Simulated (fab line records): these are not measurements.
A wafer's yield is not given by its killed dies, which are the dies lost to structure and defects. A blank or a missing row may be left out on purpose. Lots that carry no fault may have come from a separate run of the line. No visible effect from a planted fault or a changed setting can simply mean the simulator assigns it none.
What tool caused it? :: flow rit_cmos :: 14 lots with 42 wafers sampled at 3 steps, on a route of 202 steps

== WHAT EACH GAUGE READ, for each wafer ==
RIT_PWELL_TW_MEAS_10. Usual: for PWELL_TW the level is 956 and the standard deviation is 9.7.
lot: L565
measured: day 1 23:29
on: film_metro-01
PWELL_TW: 966 969 964
flag: 

lot: L566
measured: day 2 06:36
on: film_metro-03
PWELL_TW: 943 950 951
flag: 

lot: L568
measured: day 2 15:55
on: film_metro-03
PWELL_TW: 946 945 949
flag: 

lot: L569
measured: day 3 01:10
on: film_metro-01
PWELL_TW: 963 955 962
flag: 

lot: L570
measured: day 3 04:31
on: film_metro-01
PWELL_TW: 968 963 964
flag: 

lot: L571
measured: day 3 09:16
on: film_metro-02
PWELL_TW: 947 950 954
flag: 

lot: L572
measured: day 3 12:54
on: film_metro-03
PWELL_TW: 942 941 944
flag: 

lot: L574
measured: day 3 22:38
on: film_metro-01
PWELL_TW: 963 961 964
flag: 

lot: L576
measured: day 4 07:56
on: film_metro-01
PWELL_TW: 968 974 970
flag: 

lot: L577
measured: day 4 12:40
on: film_metro-01
PWELL_TW: 971 973 970
flag: 

lot: L579
measured: day 5 01:28
on: film_metro-03
PWELL_TW: 1024 1028 1027
flag: OFF

lot: L580
measured: day 5 05:46
on: film_metro-01
PWELL_TW: 964 966 962
flag: 

lot: L583
measured: day 5 19:16
on: film_metro-03
PWELL_TW: 1035 1027 1028
flag: OFF

lot: L584
measured: day 6 00:06
on: film_metro-03
PWELL_TW: 949 945 947
flag: 

RIT_WELLDRIVE_RS_MEAS_02: the measuring method here is four-point-probe. Usual: for PWELL_RS the level is 429.9 ohm/sq and the standard deviation is 1.1.
lot: L565
measured: day 2 05:23
on: film_metro-01
PWELL_RS (ohm/sq): 430.4 429.1 429.8
flag: 

lot: L566
measured: day 2 11:53
on: film_metro-03
PWELL_RS (ohm/sq): 431.2 430.8 431.6
flag: 

lot: L568
measured: day 2 23:59
on: film_metro-03
PWELL_RS (ohm/sq): 430.4 428.9 431.5
flag: 

lot: L569
measured: day 3 06:26
on: film_metro-02
PWELL_RS (ohm/sq): 428.9 428.8 427.8
flag: 

lot: L570
measured: day 3 12:15
on: film_metro-01
PWELL_RS (ohm/sq): 428.7 429.3 429.4
flag: 

lot: L571
measured: day 3 15:38
on: film_metro-01
PWELL_RS (ohm/sq): 431.2 433.2 432.3
flag: 

lot: L572
measured: day 3 19:32
on: film_metro-03
PWELL_RS (ohm/sq): 431.1 429.0 430.2
flag: 

lot: L574
measured: day 4 05:17
on: film_metro-02
PWELL_RS (ohm/sq): 428.4 429.4 429.2
flag: 

lot: L576
measured: day 4 14:01
on: film_metro-01
PWELL_RS (ohm/sq): 429.9 429.5 430.2
flag: 

lot: L577
measured: day 4 17:56
on: film_metro-03
PWELL_RS (ohm/sq): 430.0 429.4 429.5
flag: 

lot: L579
measured: day 5 06:44
on: film_metro-03
PWELL_RS (ohm/sq): 366.5 365.2 364.6
flag: OFF

lot: L580
measured: day 5 11:48
on: film_metro-01
PWELL_RS (ohm/sq): 429.7 429.9 429.9
flag: 

lot: L583
measured: day 6 01:12
on: film_metro-03
PWELL_RS (ohm/sq): 365.8 366.0 365.8
flag: OFF

lot: L584
measured: day 6 06:17
on: film_metro-01
PWELL_RS (ohm/sq): 429.5 430.3 429.6
flag: 

== WHICH TOOL RAN EACH LOT (tool, then ch and the chambers of the sampled wafers, then the start) ==
lot: L565
RIT_PWELL_IMPLANT_08: implanter-04 ch 0, day 1 23:10

lot: L566
RIT_PWELL_IMPLANT_08: implanter-02 ch 0, day 2 06:17

lot: L568
RIT_PWELL_IMPLANT_08: implanter-03 ch 0, day 2 15:35

lot: L569
RIT_PWELL_IMPLANT_08: implanter-04 ch 0, day 3 00:51

lot: L570
RIT_PWELL_IMPLANT_08: implanter-03 ch 0, day 3 04:11

lot: L571
RIT_PWELL_IMPLANT_08: implanter-04 ch 0, day 3 08:57

lot: L572
RIT_PWELL_IMPLANT_08: implanter-03 ch 0, day 3 12:35

lot: L574
RIT_PWELL_IMPLANT_08: implanter-04 ch 0, day 3 22:20

lot: L576
RIT_PWELL_IMPLANT_08: implanter-02 ch 0, day 4 07:38

lot: L577
RIT_PWELL_IMPLANT_08: implanter-04 ch 0, day 4 12:21

lot: L579
RIT_PWELL_IMPLANT_08: implanter-04 ch 0, day 5 01:10

lot: L580
RIT_PWELL_IMPLANT_08: implanter-03 ch 0, day 5 05:26

lot: L583
RIT_PWELL_IMPLANT_08: implanter-04 ch 0, day 5 18:57

lot: L584
RIT_PWELL_IMPLANT_08: implanter-03 ch 0, day 5 23:47
- RIT_PWELL_IMPLANT_08

== AS READ BY THE TOOLS THEMSELVES (means over the sampled wafers that have a number; for cases with no such wafer, the mark the record gives instead) ==
RIT_PWELL_IMPLANT_08. Usual: beam_on_s 9.99 s, standard deviation 0.2; dose_ions_cm2 7e+13, standard deviation 7.4e+10; faraday_current_uA 222, standard deviation 4.2.
lot: L565
tool: implanter-04
beam_on_s (s): 10.07
dose_ions_cm2: 7e+13
faraday_current_uA: 220
flag: 

lot: L566
tool: implanter-02
beam_on_s (s): 9.95
dose_ions_cm2: 7e+13
faraday_current_uA: 223
flag: 

lot: L568
tool: implanter-03
beam_on_s (s): 9.99
dose_ions_cm2: 7e+13
faraday_current_uA: 223
flag: 

lot: L569
tool: implanter-04
beam_on_s (s): 10.00
dose_ions_cm2: 7e+13
faraday_current_uA: 222
flag: 

lot: L570
tool: implanter-03
beam_on_s (s): 10.03
dose_ions_cm2: 7e+13
faraday_current_uA: 221
flag: 

lot: L571
tool: implanter-04
beam_on_s (s): 10.24
dose_ions_cm2: 7e+13
faraday_current_uA: 216
flag: 

lot: L572
tool: implanter-03
beam_on_s (s): 9.88
dose_ions_cm2: 7e+13
faraday_current_uA: 224
flag: 

lot: L574
tool: implanter-04
beam_on_s (s): 9.95
dose_ions_cm2: 7e+13
faraday_current_uA: 223
flag: 

lot: L576
tool: implanter-02
beam_on_s (s): 9.99
dose_ions_cm2: 7e+13
faraday_current_uA: 221
flag: 

lot: L577
tool: implanter-04
beam_on_s (s): 9.95
dose_ions_cm2: 7e+13
faraday_current_uA: 223
flag: 

lot: L579
tool: implanter-04
beam_on_s (s): 10.06
dose_ions_cm2: 9e+13
faraday_current_uA: 287
flag: OFF

lot: L580
tool: implanter-03
beam_on_s (s): 9.93
dose_ions_cm2: 7e+13
faraday_current_uA: 224
flag: 

lot: L583
tool: implanter-04
beam_on_s (s): 9.97
dose_ions_cm2: 9e+13
faraday_current_uA: 289
flag: OFF

lot: L584
tool: implanter-03
beam_on_s (s): 9.93
dose_ions_cm2: 7e+13
faraday_current_uA: 224
flag: 

== THE ANSWER, worked out from the rows above alone ==
Rule: lot off if the mean of its wafers having a number is beyond 3 standard deviations from the usual mean. A lot without any number at a reading at which 4 lots or more have one is off too. Any other lot the step has rows for is counted as sound. The gauges are gone through in route order, then the tools' own readings, and for those a lot's mean is taken as printed above. The first step at which some lot is off is used, and at that step the reading that is off furthest; a lot without a number counts as furthest.
Off: L579, L583, seen at RIT_PWELL_TW_MEAS_10 (PWELL_TW).
If a tool, at a process step before that reading, ran all the lots that are off and no sound lot after the first of them, it fits. Not tried: the gauges at RIT_PWELL_TW_MEAS_10; whatever is off there is also off at RIT_PWELL_IMPLANT_08, on other tools, and gauge error can't account for it. One fits: RIT_PWELL_IMPLANT_08 on implanter-04. A fault onset in the window from L577 (day 4 12:21, its last sound lot) to L579 (day 5 01:10, its first lot off) fits.
The tool's own readings at RIT_PWELL_IMPLANT_08 bear it out: on the lots that are off they differ by more than 5 times the standard deviation of the sound lots' means. dose_ions_cm2 reads 9e+13 there against 7e+13 on the sound lots; faraday_current_uA reads 288 there against 222 on the sound lots.

== WHAT THE SIMULATOR PUT IN ==
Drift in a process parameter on implanter-04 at RIT_PWELL_IMPLANT_08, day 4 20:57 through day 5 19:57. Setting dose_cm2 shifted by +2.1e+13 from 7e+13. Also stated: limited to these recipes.
Shown lots that were struck: L579, L583. The rule above found the same.
